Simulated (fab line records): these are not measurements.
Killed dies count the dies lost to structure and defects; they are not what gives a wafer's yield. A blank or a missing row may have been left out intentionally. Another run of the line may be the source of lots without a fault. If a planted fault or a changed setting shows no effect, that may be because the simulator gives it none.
Which of the tools did it? + flow rit-cmos + 14 lots, 42 wafers sampled, at 1 step of a route of 202

== WHAT THE GAUGES READ, wafer by wafer ==
Not one reading of a measure or inspect step in the record can be checked against a usual standard deviation.

== WHAT TOOL EACH LOT RAN ON (gives the tool, then ch and the chambers of the sampled wafers, and finally the start) ==
| lot  | RIT_REOX_OXIDATION_03        |
|------|------------------------------|
| L764 | furnace-01 ch 0, day 3 08:04 |
| L765 | furnace-04 ch 0, day 3 12:17 |
| L767 | furnace-04 ch 0, day 4 04:59 |
| L770 | furnace-01 ch 0, day 5 03:35 |
| L771 | furnace-04 ch 0, day 5 11:26 |
| L774 | furnace-01 ch 0, day 5 21:56 |
| L775 | furnace-01, day 6 06:28      |
| L776 | furnace-01, day 6 06:28      |
| L780 | furnace-03 ch 0, day 7 03:49 |
| L781 | furnace-03 ch 0, day 7 03:49 |
| L782 | furnace-01 ch 0, day 7 05:14 |
| L783 | furnace-04 ch 0, day 7 14:41 |
| L784 | furnace-04 ch 0, day 7 18:32 |
| L785 | furnace-04 ch 0, day 7 18:32 |
- RIT_REOX_OXIDATION_03: target thk 25.2 nm, ox time 5580 s.

== WHAT THE TOOLS THEMSELVES READ (means of the sampled wafers that have a number; where no wafer has one, the mark that the record gives instead) ==
RIT_REOX_OXIDATION_03.
| lot  | tool       | ox-temp-c (C) | ox-temp-c-max |
|------|------------|---------------|---------------|
| L764 | furnace-01 | 900.0         | 902.4         |
| L765 | furnace-04 | 900.2         | 905.0         |
| L767 | furnace-04 | 900.4         | 905.0         |
| L770 | furnace-01 | 899.7         | 902.1         |
| L771 | furnace-04 | 899.8         | 904.9         |
| L774 | furnace-01 | 900.3         | 902.4         |
| L775 | furnace-01 | -             | -             |
| L776 | furnace-01 | -             | -             |
| L780 | furnace-03 | 899.8         | 902.8         |
| L781 | furnace-03 | 899.8         | 902.9         |
| L782 | furnace-01 | 899.9         | 902.0         |
| L783 | furnace-04 | 900.6         | 905.3         |
| L784 | furnace-04 | 900.0         | 905.2         |
| L785 | furnace-04 | 900.0         | 905.2         |

== THE ANSWER, worked out from the rows above alone ==
Rule: usual is defined by the lots themselves. The widest of any qualifying gaps counts: lots, ordered by their means at a reading, are off when they make up no more than a third of the lots, leave a main group of 4 or more, and stand apart from it by 3 or more times the standard deviation of that group's means. Not used: any main group whose means are identical at the precision the tables above print for the reading. Also off: a lot with no number at a reading for which 4 or more lots have one. The other lots that the step has rows for count as sound. First the gauges in route order, then the tools' own readings, where a lot's mean is used as printed above. The first step at which some lot is off is used, and at that step the reading that is off furthest; a lot without a number counts as furthest.
Off: L775, L776, at RIT_REOX_OXIDATION_03 (ox-temp-c). Without a number there: L775, L776. Main group: mean 900.0 C, sd 0.27.
If a tool, at that step or one of the process steps before it, ran each lot that is off and ran no sound lot following the first of them, it fits. None of those tried fits.

== WHAT THE SIMULATOR PUT IN ==
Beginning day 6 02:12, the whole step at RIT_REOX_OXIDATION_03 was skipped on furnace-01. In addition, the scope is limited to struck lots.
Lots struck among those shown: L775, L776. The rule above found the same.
